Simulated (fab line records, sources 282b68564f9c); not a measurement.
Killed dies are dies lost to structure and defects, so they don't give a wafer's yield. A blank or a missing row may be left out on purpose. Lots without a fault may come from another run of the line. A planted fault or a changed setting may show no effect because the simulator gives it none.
Problem report in the 8D (eight disciplines) form, filled by code | flow rit_cmos | the parts of the form that need people (team, actions taken, sign-off) are left out

1. THE PROBLEM
NLDD_TW at RIT_NLDD_TW_MEAS_10 reads a mean of 30 on 6 wafers of 2 lots; wafers without a fault read 2495 with a standard deviation of 16. That is -99 or more standard deviations from the usual mean.
First seen on wafer L529.1, day 3 23:02, on film_metro-01. The record holds 42 wafers of 14 lots with a number at this step. Rule for "out", or "out of limits": more than 4 standard deviations from the usual mean. The other wafers with a number count as sound.

2. WHAT IT IS AND WHAT IT IS NOT
question                    | is                     | is not
which readings at this step | NLDD_TW                | -
which lots                  | L529, L532             | L523, L524, L525, L526, L527, L528, L535, L538, L543, L544, L545, L546
which wafers of those lots  | all that have a number | -
read on which gauges        | film_metro-01          | film_metro-02, film_metro-04
when                        | from day 3 23:02       | up to then (18 sound wafers); but 18 sound wafers of L535, L538, L543, L544, L545, L546 came after

3. SUSPECTS, AND WHAT RULES EACH OUT
Counting: a tool at a process step up to the reading stays a suspect if it ran every lot that is out and no sound lot after the first of them.
- the gauge at RIT_NLDD_TW_MEAS_10: kept. All the wafers that are out were read on film_metro-01, and no step on other tools shows them out.
- litho_track-04 at RIT_NLDD_DEVELOP_05 (develop time 50 s): ruled out as a lasting fault. Sound lots L543, L544, L545, L546 ran on it after its first lot that is out, L529 (day 3 22:00).
Left after counting: film_metro-01 at RIT_NLDD_TW_MEAS_10.

4. THE CAUSE (what the simulator had put in)
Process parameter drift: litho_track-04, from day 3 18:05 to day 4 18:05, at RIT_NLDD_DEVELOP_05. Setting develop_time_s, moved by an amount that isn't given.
Counting ruled it out, wrongly: the rule takes a fault to strike every lot that its tool runs from its start on, and this one did not.

5. THE CHAIN OF EFFECTS, in route order
Each row: a reading whose mean over the struck wafers that have a number lies more than 3 standard deviations from the usual. Only readings for which the record gives a usual standard deviation are gone through. hours: the time from each lot's start at the first step in this table that gives one to its start at this step, as a median over the lots. sigmas: the change in usual standard deviations.
hours | step                | reading | usual | on struck wafers | change | sigmas
0     | RIT_NLDD_TW_MEAS_10 | NLDD_TW | 2495  | 30               | -2465  | -99 or more

6. WHAT WOULD HAVE CAUGHT IT SOONER
In this record the first reading out of limits at a measuring or inspecting step was taken at day 3 23:02, 5 hours after the fault began at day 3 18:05.
Of the tool readings at RIT_NLDD_DEVELOP_05 for which the record gives a usual standard deviation, none was out on any struck wafer, so an alarm limit of 4 standard deviations on them would not have fired.
